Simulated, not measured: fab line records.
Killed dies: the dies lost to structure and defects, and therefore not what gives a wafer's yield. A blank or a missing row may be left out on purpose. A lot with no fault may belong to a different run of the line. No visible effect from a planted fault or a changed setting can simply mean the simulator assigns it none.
fab line records -- flow berkeleyCmos170 -- part 1 of 2: steps 1 to 27 of 37
record: lots: 5, wafers: 15, lastDay: 12
route steps=331 shown NLDD@166 SPACER@171 PSD@175 NSD@187 BACKSIDE@199
lots that met no fault: taken from a fault-free run of the same line
startH: start of the lot's first displayed wafer, in hours after the record's first day -- waitH: hours from the lot's prior step to this one -- " unchanged from the row above -- L1.1+2: several wafers, shown together as one row -- - no value present, or no start provided -- * or withheld: withheld -- < > ~ a bound
route shown NAME@n: a module of which the file shows steps, and the number in the route of the first -- usual: mean/standard deviation taken from wafers without a fault -- same: alike in all rows -- chamber/n: place in a boat -- sites: per-site readings -- _std_site: how widely they spread, as a standard deviation -- _edge_site: outer sites' mean less inner sites' -- radiusMm: for every site, how far away it sits from the centre of the wafer -- mask NAME#n: copy n -- behind: the last tool/chamber to shape the wafer -- hold: why the lot went on hold/how many hours it stayed there/how the hold came to an end -- device: the transistor (n, p or np) that didn't switch -- end of line: tests of these same wafers at the route's end -- a step given without rows: its recipe and nothing more -- killed: the dies lost at the first sort to structure and to defects; this is not the yield of the wafer -- map: per-die view of a wafer (x killed, . not killed, _ where there is no die)
set.NAME: the setting that was run; set.NAME@STEP: the one run at that earlier step -- model.NAME: the simulator's own value behind a step, which no gauge read
lots at selected steps of the route; one table per step, one row per wafer
services: from which hour (startH, from the record's first day; less than 0 if before it) a tool's chamber was out of use, for how many hours, and why
== steps ==
step: UCB170_NLDD_IMPLANT_08
recipe: species: As, doseCm2: 5e+13, energyKev: 30, tiltDeg: 7, rotationDeg: 0
usual: tiltDeg: 7.000/0.019
lot.wafer,tool,chamber,startH,waitH,tiltDeg
L075.2,implanter-01,0,161.17,0.0,6.976
L075.3,implanter-01,0,161.17,0.0,6.951
L075.4,implanter-01,0,161.17,0.0,6.956
L076.1,implanter-03,0,174.33,0.0,6.994
L076.3,implanter-03,0,174.33,0.0,6.999
L076.6,implanter-03,0,174.33,0.0,7.029
L082.2,implanter-03,0,198.05,0.0,6.999
L082.3,implanter-03,0,198.05,0.0,6.992
L082.6,implanter-03,0,198.05,0.0,7.004
L087.2,implanter-03,0,218.44,0.0,6.993
L087.5,implanter-03,0,218.44,0.0,6.991
L087.6,implanter-03,0,218.44,0.0,6.980
L091.1,implanter-01,0,242.74,0.0,7.001
L091.2,implanter-01,0,242.74,0.0,7.049
L091.3,implanter-01,0,242.74,0.0,7.015
step: UCB170_NLDD_IMPLANT_09
recipe: species: As, doseCm2: 5e+13, energyKev: 30, tiltDeg: 7, rotationDeg: 180
usual: tiltDeg: 6.998/0.018
lot.wafer,tool,chamber,startH,waitH,tiltDeg
L075.2,implanter-01,0,161.32,0.1,7.003
L075.3,implanter-01,0,161.32,0.1,6.998
L075.4,implanter-01,0,161.32,0.1,7.001
L076.1,implanter-03,0,174.48,0.1,6.996
L076.3,implanter-03,0,174.48,0.1,6.982
L076.6,implanter-03,0,174.48,0.1,6.976
L082.2,implanter-03,0,198.20,0.1,7.023
L082.3,implanter-03,0,198.20,0.1,7.005
L082.6,implanter-03,0,198.20,0.1,6.986
L087.2,implanter-03,0,218.59,0.1,6.998
L087.5,implanter-03,0,218.59,0.1,7.004
L087.6,implanter-03,0,218.59,0.1,6.998
L091.1,implanter-01,0,242.89,0.1,7.024
L091.2,implanter-01,0,242.89,0.1,7.026
L091.3,implanter-01,0,242.89,0.1,7.014
step: UCB170_NLDD_STRIP_10
recipe: chemistry: O2, powerW: 400, pressureMtorr: 3500, platenTempC: withheld, o2FlowSccm: 400, overashFraction: 0.5
usual: chamberPressureMTorr: 3500/3.3, drypumpMotorCurrentA: 6.00/0.26, oesProductAu: 0.735/0.0039, stripTimeToEndpointS: 21.60/0.059
lot.wafer,tool,chamber,startH,waitH,chamberPressureMTorr,drypumpMotorCurrentA,oesProductAu,rfHoursCounterH,stripTimeToEndpointS
L075.2,plasmaAsher-03,0,161.44,0.1,3490,6.17,0.737,45,21.65
L075.3,plasmaAsher-03,1,161.44,0.1,3498,5.58,0.733,-,21.59
L075.4,plasmaAsher-03,0,161.44,0.1,3495,6.13,0.731,-,21.63
L076.1,plasmaAsher-01,1,174.63,0.1,3496,5.75,0.728,34,21.57
L076.3,plasmaAsher-01,0,174.63,0.1,3497,6.34,0.731,-,21.62
L076.6,plasmaAsher-01,1,174.63,0.1,3499,5.75,0.736,-,21.58
L082.2,plasmaAsher-01,1,198.33,0.1,3503,5.74,0.730,37,21.67
L082.3,plasmaAsher-01,0,198.33,0.1,3500,6.31,0.735,-,21.64
L082.6,plasmaAsher-01,1,198.33,0.1,3498,5.76,0.738,-,21.65
L087.2,plasmaAsher-03,0,218.72,0.1,3503,6.15,0.736,52,21.52
L087.5,plasmaAsher-03,0,218.72,0.1,3501,6.14,0.740,-,21.49
L087.6,plasmaAsher-03,1,218.72,0.1,3500,5.61,0.732,-,21.54
L091.1,plasmaAsher-04,1,243.04,0.1,3499,6.08,0.735,50,21.64
L091.2,plasmaAsher-04,0,243.04,0.1,3504,6.16,0.736,50,21.66
L091.3,plasmaAsher-04,1,243.04,0.1,3504,6.07,0.732,-,21.67
step: UCB170_NLDD_TW_MEAS_11
usual: NLDD_TW: 2222/15
lot.wafer,tool,chamber,startH,waitH,NLDD_TW
L075.2,filmMetro-04,-,161.55,0.1,2208
L075.3,filmMetro-04,-,161.55,0.1,2196
L075.4,filmMetro-04,-,161.55,0.1,2208
L076.1,filmMetro-02,-,174.73,0.1,2234
L076.3,filmMetro-02,-,174.73,0.1,2235
L076.6,filmMetro-02,-,174.73,0.1,2222
L082.2,filmMetro-02,-,198.44,0.1,2227
L082.3,filmMetro-02,-,198.44,0.1,2229
L082.6,filmMetro-02,-,198.44,0.1,2230
L087.2,filmMetro-01,-,218.83,0.1,2241
L087.5,filmMetro-01,-,218.83,0.1,2236
L087.6,filmMetro-01,-,218.83,0.1,2231
L091.1,filmMetro-04,-,243.14,0.1,2208
L091.2,filmMetro-04,-,243.14,0.1,2205
L091.3,filmMetro-04,-,243.14,0.1,2204
step: UCB170_NLDD_CLEAN_12
recipe: chemistry: SPM, tempC: 120, timeS: 600
usual: tempC: 120.03/0.13
lot.wafer,tool,chamber,startH,waitH,tempC
L075.2,wetBench-04,1,161.60,0.0,120.22
L075.3,wetBench-04,1,161.60,0.0,119.99
L075.4,wetBench-04,1,161.60,0.0,120.08
L076.1,wetBench-03,0,174.79,0.1,120.01
L076.3,wetBench-03,0,174.79,0.1,119.94
L076.6,wetBench-03,0,174.79,0.1,120.15
L082.2,wetBench-02,1,198.76,0.3,120.08
L082.3,wetBench-02,1,198.76,0.3,120.16
L082.6,wetBench-02,1,198.76,0.3,120.13
L087.2,wetBench-02,2,218.88,0.0,119.95
L087.5,wetBench-02,2,218.88,0.0,120.13
L087.6,wetBench-02,2,218.88,0.0,120.06
L091.1,wetBench-04,3,243.20,0.1,119.99
L091.2,wetBench-04,3,243.20,0.1,120.06
L091.3,wetBench-04,3,243.20,0.1,120.26
step: UCB170_SPACER_CVD_00
recipe: material: SiO2, targetThkNm: 376, tempC: 390, precursor: TEOS/O2, timeS: 45.89, rfW: 550, pressureMtorr: 9000
usual: heaterPowerW: 270/46, rfFwdPowerW: 544.3/1.9
lot.wafer,tool,chamber,startH,waitH,heaterPowerW,rfFwdPowerW
L075.2,pecvd-04,2,161.78,0.0,272,541.1
L075.3,pecvd-04,1,161.78,0.0,192,542.8
L075.4,pecvd-04,0,161.78,0.0,308,544.5
L076.1,pecvd-03,2,174.98,0.0,246,541.5
L076.3,pecvd-03,0,174.98,0.0,215,542.9
L076.6,pecvd-03,0,174.98,0.0,215,545.3
L082.2,pecvd-04,0,198.94,0.0,313,547.1
L082.3,pecvd-04,1,198.94,0.0,217,542.8
L082.6,pecvd-04,0,198.94,0.0,318,546.6
L087.2,pecvd-04,2,219.05,0.0,278,541.1
L087.5,pecvd-04,2,219.05,0.0,291,540.3
L087.6,pecvd-04,0,219.05,0.0,291,545.7
L091.1,pecvd-02,0,243.38,0.0,297,546.9
L091.2,pecvd-02,2,243.38,0.0,374,545.1
L091.3,pecvd-02,1,243.38,0.0,240,546.0
step: UCB170_SPACER_THK_MEAS_01
recipe: reads: SiO2_of_SPACER_CVD_00
usual: SPACER_TEOS_THK: 366/4.6
lot.wafer,tool,chamber,startH,waitH,SPACER_TEOS_THK[nm]
L075.2,filmMetro-03,-,161.83,0.0,360
L075.3,filmMetro-03,-,161.83,0.0,369
L075.4,filmMetro-03,-,161.83,0.0,368
L076.1,filmMetro-02,-,175.02,0.0,368
L076.3,filmMetro-02,-,175.02,0.0,367
L076.6,filmMetro-02,-,175.02,0.0,369
L082.2,filmMetro-03,-,198.99,0.0,361
L082.3,filmMetro-03,-,198.99,0.0,364
L082.6,filmMetro-03,-,198.99,0.0,366
L087.2,filmMetro-01,-,219.10,0.0,358
L087.5,filmMetro-01,-,219.10,0.0,362
L087.6,filmMetro-01,-,219.10,0.0,365
L091.1,filmMetro-01,-,243.42,0.0,364
L091.2,filmMetro-01,-,243.42,0.0,363
L091.3,filmMetro-01,-,243.42,0.0,362
step: UCB170_SPACER_ANNEAL_02
recipe: tempC: 900, timeS: 1800, ambient: N2
lot.wafer,tool,chamber,startH,waitH
L075.2+3+4,furnace-02,0,162.32,0.5
L076.1+3+6,furnace-01,0,180.50,5.5
L082.2+3+6,furnace-01,0,202.53,3.5
L087.2+5+6,furnace-02,0,223.16,4.0
L091.1+2+3,furnace-01,0,246.88,3.5
step: UCB170_SPACER_ETCHBACK_03
recipe: stopOn: Si, target: SiO2, chemistry: CHF3/CF4/Ar, CHF3_flow_sccm: 50, cf4FlowSccm: 10, Ar_flow_sccm: 120, pressureMtorr: 200, rfW: 500, targetDepthA: 3760, timeS: 100
usual: chamberPressureMTorr: 200.01/0.18, drypumpMotorCurrentA: 5.9/0.51, oesProductAu: 0.873/0.019, rfFwdPowerW: 496.6/1.5, throttleValvePct: 6.48/0.11
lot.wafer,tool,chamber,startH,waitH,chamberPressureMTorr,drypumpMotorCurrentA,oesProductAu,rfFwdPowerW,rfHoursCounterH,throttleValvePct
L075.2,rieDiel-03,2,163.89,0.1,199.95,6.4,0.844,498.3,66,6.54
L075.3,rieDiel-03,3,163.89,0.1,200.26,5.9,0.859,500.1,80,6.37
L075.4,rieDiel-03,0,163.89,0.1,199.99,5.5,0.901,496.0,25,6.48
L076.1,rieDiel-02,2,182.00,0.0,200.01,5.7,0.899,496.3,40,6.40
L076.3,rieDiel-02,1,182.00,0.0,200.17,6.6,0.863,494.2,1,6.35
L076.6,rieDiel-02,3,182.00,0.0,199.82,6.3,0.867,495.5,-,6.67
L082.2,rieDiel-03,0,204.03,0.0,199.95,5.5,0.883,495.7,27,6.49
L082.3,rieDiel-03,1,204.03,0.0,200.03,5.2,0.895,495.1,135,6.50
L082.6,rieDiel-03,1,204.03,0.0,199.83,5.2,0.895,494.9,-,6.48
L087.2,rieDiel-04,2,224.66,0.0,200.21,5.6,0.852,496.3,43,6.29
L087.5,rieDiel-04,1,224.66,0.0,199.93,6.7,0.861,498.1,-,6.68
L087.6,rieDiel-04,2,224.66,0.0,200.12,5.6,0.861,496.7,-,6.30
L091.1,rieDiel-03,1,248.38,0.0,199.85,5.2,0.903,496.3,137,6.50
L091.2,rieDiel-03,3,248.38,0.0,200.21,5.9,0.846,496.6,84,6.38
L091.3,rieDiel-03,0,248.38,0.0,200.05,5.5,0.887,495.8,30,6.48
step: UCB170_PSD_HMDS_00
recipe: primeTimeS: 60, primeTempC: 100
lot.wafer,tool,chamber,startH,waitH
L075.2+3+4,lithoTrack-01,0,164.37,0.4
L076.1+3+6,lithoTrack-03,0,182.14,0.1
L082.2+3+6,lithoTrack-03,0,204.37,0.3
L087.2+5+6,lithoTrack-01,0,224.95,0.3
L091.1+2+3,lithoTrack-04,0,248.60,0.2
step: UCB170_PSD_COAT_01
recipe: resist: KrF, spinRpm: 1500, resistThkNm: 900
lot.wafer,tool,chamber,startH,waitH
L075.2+3+4,lithoTrack-01,0,164.52,0.1
L076.1+3+6,lithoTrack-03,0,182.29,0.1
L082.2+3+6,lithoTrack-03,0,204.52,0.1
L087.2+5+6,lithoTrack-01,0,225.10,0.1
L091.1+2+3,lithoTrack-04,0,248.75,0.1
step: UCB170_PSD_SOFTBAKE_02
recipe: resist: KrF, tempC: 130, timeS: 60
lot.wafer,tool,chamber,startH,waitH
L075.2+3+4,lithoTrack-01,0,164.67,0.1
L076.1+3+6,lithoTrack-03,0,182.44,0.1
L082.2+3+6,lithoTrack-03,0,204.67,0.1
L087.2+5+6,lithoTrack-01,0,225.25,0.1
L091.1+2+3,lithoTrack-04,0,248.90,0.1
step: UCB170_PSD_EXPOSE_03
recipe: maskId: PSELECT_MOD, na: 0.5, sigmaOuter: 0.6, sourceShape: conventional, targetCdNm: 1200, doseMj: 30
usual: focusOffsetNm: 0.1/0.49, reticleTempC: 23.02/0.1
lot.wafer,tool,chamber,startH,waitH,mask,focusOffsetNm,reticleTempC
L075.2,krfScanner-02,0,165.09,0.4,PSELECT_MOD#0,0.1,23.04
L075.3,krfScanner-02,0,165.09,0.4,PSELECT_MOD#0,0.4,23.15
L075.4,krfScanner-02,0,165.09,0.4,PSELECT_MOD#0,0.4,22.92
L076.1,krfScanner-01,0,182.88,0.4,PSELECT_MOD#0,0.4,23.13
L076.3,krfScanner-01,0,182.88,0.4,PSELECT_MOD#0,0.7,23.13
L076.6,krfScanner-01,0,182.88,0.4,PSELECT_MOD#0,-0.1,23.16
L082.2,krfScanner-01,0,204.87,0.2,PSELECT_MOD#0,0.7,22.93
L082.3,krfScanner-01,0,204.87,0.2,PSELECT_MOD#0,0.7,22.96
L082.6,krfScanner-01,0,204.87,0.2,PSELECT_MOD#0,0.9,23.04
L087.2,krfScanner-01,0,225.68,0.4,PSELECT_MOD#0,0.7,23.03
L087.5,krfScanner-01,0,225.68,0.4,PSELECT_MOD#0,1.0,22.92
L087.6,krfScanner-01,0,225.68,0.4,PSELECT_MOD#0,0.3,23.02
L091.1,krfScanner-01,0,249.17,0.2,PSELECT_MOD#0,-0.1,23.18
L091.2,krfScanner-01,0,249.17,0.2,PSELECT_MOD#0,0.1,23.33
L091.3,krfScanner-01,0,249.17,0.2,PSELECT_MOD#0,0.5,23.15
step: UCB170_PSD_PEB_04
recipe: pebTempC: 130, pebTimeS: withheld, resist: KrF
lot.wafer,tool,chamber,startH,waitH
L075.2+3+4,lithoTrack-04,0,165.39,0.3
L076.1+3+6,lithoTrack-01,0,183.25,0.3
L082.2+3+6,lithoTrack-04,0,205.55,0.7
L087.2+5+6,lithoTrack-04,0,226.27,0.6
L091.1+2+3,lithoTrack-03,0,249.32,0.1
step: UCB170_PSD_DEVELOP_05
recipe: developer: TMAH, developTimeS: 45, resist: KrF, devTempC: 21
usual: developerTempC: 20.99/0.1
lot.wafer,tool,chamber,startH,waitH,developerTempC
L075.2,lithoTrack-04,0,-,-,21.08
L075.3,lithoTrack-04,0,-,-,21.13
L075.4,lithoTrack-04,0,-,-,21.14
L076.1,lithoTrack-01,0,-,-,20.85
L076.3,lithoTrack-01,0,-,-,20.99
L076.6,lithoTrack-01,0,-,-,20.99
L082.2,lithoTrack-04,0,-,-,20.92
L082.3,lithoTrack-04,0,-,-,20.99
L082.6,lithoTrack-04,0,-,-,20.91
L087.2,lithoTrack-04,0,-,-,20.89
L087.5,lithoTrack-04,0,-,-,20.88
L087.6,lithoTrack-04,0,-,-,20.97
L091.1,lithoTrack-03,0,-,-,20.86
L091.2,lithoTrack-03,0,-,-,21.22
L091.3,lithoTrack-03,0,-,-,20.99
step: UCB170_PSD_CD_MEAS_06
recipe: targetCdNm: 1200
usual: cdNm: 1200.3/1.7
lot.wafer,tool,chamber,startH,waitH,cdNm
L075.2,cdSem-02,-,165.66,-,1202.6
L075.3,cdSem-02,-,165.66,-,1201.7
L075.4,cdSem-02,-,165.66,-,1203.3
L076.1,cdSem-01,-,183.55,-,1200.2
L076.3,cdSem-01,-,183.55,-,1200.6
L076.6,cdSem-01,-,183.55,-,1201.1
L082.2,cdSem-01,-,205.82,-,1200.5
L082.3,cdSem-01,-,205.82,-,1200.3
L082.6,cdSem-01,-,205.82,-,1200.1
L087.2,cdSem-01,-,226.65,-,1201.6
L087.5,cdSem-01,-,226.65,-,1200.9
L087.6,cdSem-01,-,226.65,-,1201.8
L091.1,cdSem-02,-,249.60,-,1201.7
L091.2,cdSem-02,-,249.60,-,1201.7
L091.3,cdSem-02,-,249.60,-,1200.9
step: UCB170_PSD_OVL_MEAS_07
usual: PSD_OVL: -2/5.7
lot.wafer,tool,chamber,startH,waitH,PSD_OVL[nm]
L075.2,overlay-02,-,165.77,0.1,-3
L075.3,overlay-02,-,165.77,0.1,-1
L075.4,overlay-02,-,165.77,0.1,-2
L076.1,overlay-01,-,183.68,0.1,-3
L076.3,overlay-01,-,183.68,0.1,-3
L076.6,overlay-01,-,183.68,0.1,-7
L082.2,overlay-01,-,205.92,0.1,4
L082.3,overlay-01,-,205.92,0.1,-4
L082.6,overlay-01,-,205.92,0.1,6
L087.2,overlay-02,-,226.76,0.1,0
L087.5,overlay-02,-,226.76,0.1,-1
L087.6,overlay-02,-,226.76,0.1,-9
L091.1,overlay-02,-,249.72,0.1,-11
L091.2,overlay-02,-,249.72,0.1,-1
L091.3,overlay-02,-,249.72,0.1,-19
step: UCB170_PSD_IMPLANT_08
recipe: species: B, doseCm2: 2.979e+15, energyKev: 20, tiltDeg: 7
usual: tiltDeg: 7.000/0.019
lot.wafer,tool,chamber,startH,waitH,tiltDeg
L075.2,implanter-02,0,165.82,0.0,6.993
L075.3,implanter-02,0,165.82,0.0,6.999
L075.4,implanter-02,0,165.82,0.0,6.999
L076.1,implanter-03,0,183.83,0.1,7.018
L076.3,implanter-03,0,183.83,0.1,7.034
L076.6,implanter-03,0,183.83,0.1,6.999
L082.2,implanter-03,0,205.98,0.0,7.035
L082.3,implanter-03,0,205.98,0.0,7.031
L082.6,implanter-03,0,205.98,0.0,7.004
L087.2,implanter-02,0,226.81,0.0,6.982
L087.5,implanter-02,0,226.81,0.0,6.985
L087.6,implanter-02,0,226.81,0.0,7.013
L091.1,implanter-02,0,249.76,0.0,7.022
L091.2,implanter-02,0,249.76,0.0,7.024
L091.3,implanter-02,0,249.76,0.0,7.005
step: UCB170_PSD_STRIP_09
recipe: chemistry: O2, powerW: 400, pressureMtorr: 3500, platenTempC: withheld, o2FlowSccm: 400, overashFraction: 0.5
usual: chamberPressureMTorr: 3500/3.1, drypumpMotorCurrentA: 5.98/0.26, oesProductAu: 0.601/0.0044, stripTimeToEndpointS: 29.30/0.06
lot.wafer,tool,chamber,startH,waitH,chamberPressureMTorr,drypumpMotorCurrentA,oesProductAu,rfHoursCounterH,stripTimeToEndpointS
L075.2,plasmaAsher-01,0,165.95,0.1,3499,6.26,0.599,33,29.35
L075.3,plasmaAsher-01,0,165.95,0.1,3499,6.28,0.591,-,29.32
L075.4,plasmaAsher-01,1,165.95,0.1,3497,5.74,0.600,-,29.24
L076.1,plasmaAsher-02,1,183.98,0.1,3499,5.75,0.598,9,29.36
L076.3,plasmaAsher-02,0,183.98,0.1,3499,5.73,0.601,-,29.34
L076.6,plasmaAsher-02,1,183.98,0.1,3504,5.77,0.596,-,29.43
L082.2,plasmaAsher-02,0,206.10,0.1,3499,5.69,0.604,11,29.13
L082.3,plasmaAsher-02,1,206.10,0.1,3499,5.76,0.598,-,29.11
L082.6,plasmaAsher-02,1,206.10,0.1,3496,5.76,0.603,-,29.19
L087.2,plasmaAsher-02,0,226.94,0.1,3497,5.72,0.607,14,29.31
L087.5,plasmaAsher-02,1,226.94,0.1,3499,5.76,0.602,-,29.25
L087.6,plasmaAsher-02,0,226.94,0.1,3499,5.71,0.602,-,29.29
L091.1,plasmaAsher-02,0,249.91,0.1,3497,5.72,0.600,16,29.31
L091.2,plasmaAsher-02,1,249.91,0.1,3504,5.78,0.608,16,29.28
L091.3,plasmaAsher-02,1,249.91,0.1,3498,5.76,0.607,-,29.33
step: UCB170_PSD_TW_MEAS_10
usual: PSD_TW: 2333/16
lot.wafer,tool,chamber,startH,waitH,PSD_TW
L075.2,filmMetro-04,-,166.06,0.1,2306
L075.3,filmMetro-04,-,166.06,0.1,2309
L075.4,filmMetro-04,-,166.06,0.1,2304
L076.1,filmMetro-01,-,184.08,0.1,2349
L076.3,filmMetro-01,-,184.08,0.1,2351
L076.6,filmMetro-01,-,184.08,0.1,2362
L082.2,filmMetro-01,-,206.21,0.1,2335
L082.3,filmMetro-01,-,206.21,0.1,2337
L082.6,filmMetro-01,-,206.21,0.1,2326
L087.2,filmMetro-04,-,227.05,0.1,2319
L087.5,filmMetro-04,-,227.05,0.1,2315
L087.6,filmMetro-04,-,227.05,0.1,2322
L091.1,filmMetro-02,-,250.01,0.1,2344
L091.2,filmMetro-02,-,250.01,0.1,2325
L091.3,filmMetro-02,-,250.01,0.1,2327
step: UCB170_PSD_CLEAN_11
recipe: chemistry: SPM, tempC: 120, timeS: 600
usual: tempC: 119.99/0.12
lot.wafer,tool,chamber,startH,waitH,tempC
L075.2,wetBench-03,2,166.11,0.0,120.03
L075.3,wetBench-03,2,166.11,0.0,120.19
L075.4,wetBench-03,2,166.11,0.0,120.18
L076.1,wetBench-01,0,184.14,0.1,119.70
L076.3,wetBench-01,0,184.14,0.1,120.02
L076.6,wetBench-01,0,184.14,0.1,119.83
L082.2,wetBench-01,1,209.81,3.6,119.94
L082.3,wetBench-01,1,209.81,3.6,119.90
L082.6,wetBench-01,1,209.81,3.6,120.24
L087.2,wetBench-01,3,227.10,0.0,119.95
L087.5,wetBench-01,3,227.10,0.0,120.00
L087.6,wetBench-01,3,227.10,0.0,119.96
L091.1,wetBench-04,3,253.41,3.4,119.91
L091.2,wetBench-04,3,253.41,3.4,120.05
L091.3,wetBench-04,3,253.41,3.4,119.82
step: UCB170_NSD_HMDS_00
recipe: primeTimeS: 60, primeTempC: 100
lot.wafer,tool,chamber,startH,waitH
L075.2+3+4,lithoTrack-02,0,166.43,0.1
L076.1+3+6,lithoTrack-04,0,184.79,0.5
L082.2+3+6,lithoTrack-02,0,210.02,0.0
L087.2+5+6,lithoTrack-03,0,227.36,0.1
L091.1+2+3,lithoTrack-04,0,253.97,0.4
step: UCB170_NSD_COAT_01
recipe: resist: KrF, spinRpm: 1500, resistThkNm: 900
lot.wafer,tool,chamber,startH,waitH
L075.2+3+4,lithoTrack-02,0,166.58,0.1
L076.1+3+6,lithoTrack-04,0,184.94,0.1
L082.2+3+6,lithoTrack-02,0,210.17,0.1
L087.2+5+6,lithoTrack-03,0,227.51,0.1
L091.1+2+3,lithoTrack-04,0,254.12,0.1
step: UCB170_NSD_SOFTBAKE_02
recipe: resist: KrF, tempC: 130, timeS: 60
lot.wafer,tool,chamber,startH,waitH
L075.2+3+4,lithoTrack-02,0,166.73,0.1
L076.1+3+6,lithoTrack-04,0,185.09,0.1
L082.2+3+6,lithoTrack-02,0,210.32,0.1
L087.2+5+6,lithoTrack-03,0,227.66,0.1
L091.1+2+3,lithoTrack-04,0,254.27,0.1
step: UCB170_NSD_EXPOSE_03
recipe: maskId: NSELECT_MOD, na: 0.5, sigmaOuter: 0.6, sourceShape: conventional, targetCdNm: 1200, doseMj: 30
usual: focusOffsetNm: 0.0/0.53, reticleTempC: 22.99/0.12
lot.wafer,tool,chamber,startH,waitH,mask,focusOffsetNm,reticleTempC
L075.2,krfScanner-02,0,167.08,0.3,NSELECT_MOD#0,-0.8,22.92
L075.3,krfScanner-02,0,167.08,0.3,NSELECT_MOD#0,-0.6,22.93
L075.4,krfScanner-02,0,167.08,0.3,NSELECT_MOD#0,0.0,23.02
L076.1,krfScanner-01,0,185.36,0.2,NSELECT_MOD#0,-0.4,23.21
L076.3,krfScanner-01,0,185.36,0.2,NSELECT_MOD#0,-0.6,23.07
L076.6,krfScanner-01,0,185.36,0.2,NSELECT_MOD#0,-0.5,23.09
L082.2,krfScanner-02,0,210.84,0.5,NSELECT_MOD#0,-0.8,23.03
L082.3,krfScanner-02,0,210.84,0.5,NSELECT_MOD#0,-0.2,22.98
L082.6,krfScanner-02,0,210.84,0.5,NSELECT_MOD#0,-1.0,23.08
L087.2,krfScanner-02,0,227.80,0.1,NSELECT_MOD#0,-0.6,23.06
L087.5,krfScanner-02,0,227.80,0.1,NSELECT_MOD#0,0.2,23.00
L087.6,krfScanner-02,0,227.80,0.1,NSELECT_MOD#0,-0.9,22.94
L091.1,krfScanner-01,0,254.55,0.2,NSELECT_MOD#0,-0.3,23.05
L091.2,krfScanner-01,0,254.55,0.2,NSELECT_MOD#0,0.2,23.14
L091.3,krfScanner-01,0,254.55,0.2,NSELECT_MOD#0,0.4,22.92
step: UCB170_NSD_PEB_04
recipe: pebTempC: 130, pebTimeS: withheld, resist: KrF
lot.wafer,tool,chamber,startH,waitH
L075.2+3+4,lithoTrack-02,0,167.60,0.5
L076.1+3+6,lithoTrack-02,0,186.06,0.7
L082.2+3+6,lithoTrack-02,0,211.20,0.3
L087.2+5+6,lithoTrack-03,0,228.26,0.4
L091.1+2+3,lithoTrack-02,0,255.31,0.7
step: UCB170_NSD_DEVELOP_05
recipe: developer: TMAH, developTimeS: 45, resist: KrF, devTempC: 21
usual: developerTempC: 20.99/0.11
lot.wafer,tool,chamber,startH,waitH,developerTempC
L075.2,lithoTrack-02,0,-,-,20.98
L075.3,lithoTrack-02,0,-,-,21.13
L075.4,lithoTrack-02,0,-,-,21.24
L076.1,lithoTrack-02,0,-,-,21.23
L076.3,lithoTrack-02,0,-,-,21.02
L076.6,lithoTrack-02,0,-,-,21.20
L082.2,lithoTrack-02,0,-,-,20.91
L082.3,lithoTrack-02,0,-,-,20.89
L082.6,lithoTrack-02,0,-,-,20.86
L087.2,lithoTrack-03,0,-,-,21.04
L087.5,lithoTrack-03,0,-,-,21.20
L087.6,lithoTrack-03,0,-,-,21.28
L091.1,lithoTrack-02,0,-,-,20.94
L091.2,lithoTrack-02,0,-,-,20.70
L091.3,lithoTrack-02,0,-,-,20.87
